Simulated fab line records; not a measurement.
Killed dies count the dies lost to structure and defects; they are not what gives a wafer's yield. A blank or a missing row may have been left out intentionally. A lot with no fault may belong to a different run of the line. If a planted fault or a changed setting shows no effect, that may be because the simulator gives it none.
Problem report in the 8D (eight disciplines) form, filled by code	flow berkeley_cmos170	the parts of the form that need people (team, actions taken, sign-off) are left out

== 1. WHAT WENT WRONG ==
Wafers without a fault read 0.904 a.u., standard deviation 0.015; oes_product_au at UCB170_CONTACT_ETCH_18 reads a mean of 0.745 a.u. on 6 wafers belonging to 2 lots. Relative to the usual mean, that is a shift of -11 standard deviations.
The step: etches PSG in CHF3/CF4/Ar, stops on TiSi2, target depth 840 nm, time 195 s.
First seen on wafer L596.1, day 12 20:00, on rie_diel-03. At this step, 18 wafers from 6 lots have a number in the record. The rule behind "out" and "out of limits": a value lying over 4 standard deviations away from the usual mean. Any other wafer with a number is counted as sound.

== 2. WHAT IT IS, WHAT IT ISN'T ==
question	is	is not
which readings at this step	oes_product_au	-
which lots	L596, L597	L579, L581, L588, L590
which wafers of those lots	all that have a number	-
read on which tools	rie_diel-03	rie_diel-01, rie_diel-04
when	from day 12 20:00	up to then (12 sound wafers)

== 3. SUSPECTS, AND WHAT RULES EACH OUT ==
Counting: a tool at a process step up to the reading stays a suspect if it ran every lot that is out and no sound lot after the first of them.
- plasma_asher-01 at UCB170_CONTACT_STRIP_06 (strips in O2): kept. It ran every lot that is out, first L596 (day 12 16:02), and no sound lot after that.
- rie_diel-03 at UCB170_CONTACT_ETCH_17 (etches BARC in N2/H2): kept. Every lot that is out went through it, starting with L596 (day 12 20:01), and after that it ran no sound lot; the last sound lot it ran before then is L581 (day 9 23:11).
- rie_diel-03 at UCB170_CONTACT_ETCH_18 (etches PSG in CHF3/CF4/Ar, stops on TiSi2, target depth 840 nm, time 195 s): kept. Every lot that is out went through it, starting with L596 (day 12 20:00), and after that it ran no sound lot; the last sound lot it ran before then is L581 (day 9 23:00). Its own oes_product_au readings are out on those wafers.
After the count, these remain: plasma_asher-01 at UCB170_CONTACT_STRIP_06, rie_diel-03 at UCB170_CONTACT_ETCH_17 and rie_diel-03 at UCB170_CONTACT_ETCH_18.

== 4. THE CAUSE (what the simulator had put in) ==
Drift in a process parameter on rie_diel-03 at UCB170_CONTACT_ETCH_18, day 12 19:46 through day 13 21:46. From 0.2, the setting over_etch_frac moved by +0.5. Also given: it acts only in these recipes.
Counting leaves 3 suspects; this tool is one of them.

== 5. THE EFFECT CHAIN, in route order ==
One row per reading whose mean, taken over the struck wafers that have a number, lies over 3 standard deviations from the usual. Only readings whose record carries a usual standard deviation are examined. hours: median over the lots of the time between each lot's start at the first step of this table that gives one and its start at this step. sigmas: the change, counted in usual standard deviations.
hours	step	reading	usual	on struck wafers	change	sigmas
0	UCB170_CONTACT_ETCH_18	oes_product_au	0.904 a.u.	0.745	-0.159	-11
Process steps it contains:
- UCB170_CONTACT_ETCH_18: etches PSG in CHF3/CF4/Ar, stops on TiSi2, target depth 840 nm, time 195 s.

== 6. HOW IT WOULD HAVE BEEN CAUGHT EARLIER ==
In this record the first reading out of limits was taken at day 12 20:00, 0 hours after the fault began at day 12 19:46.
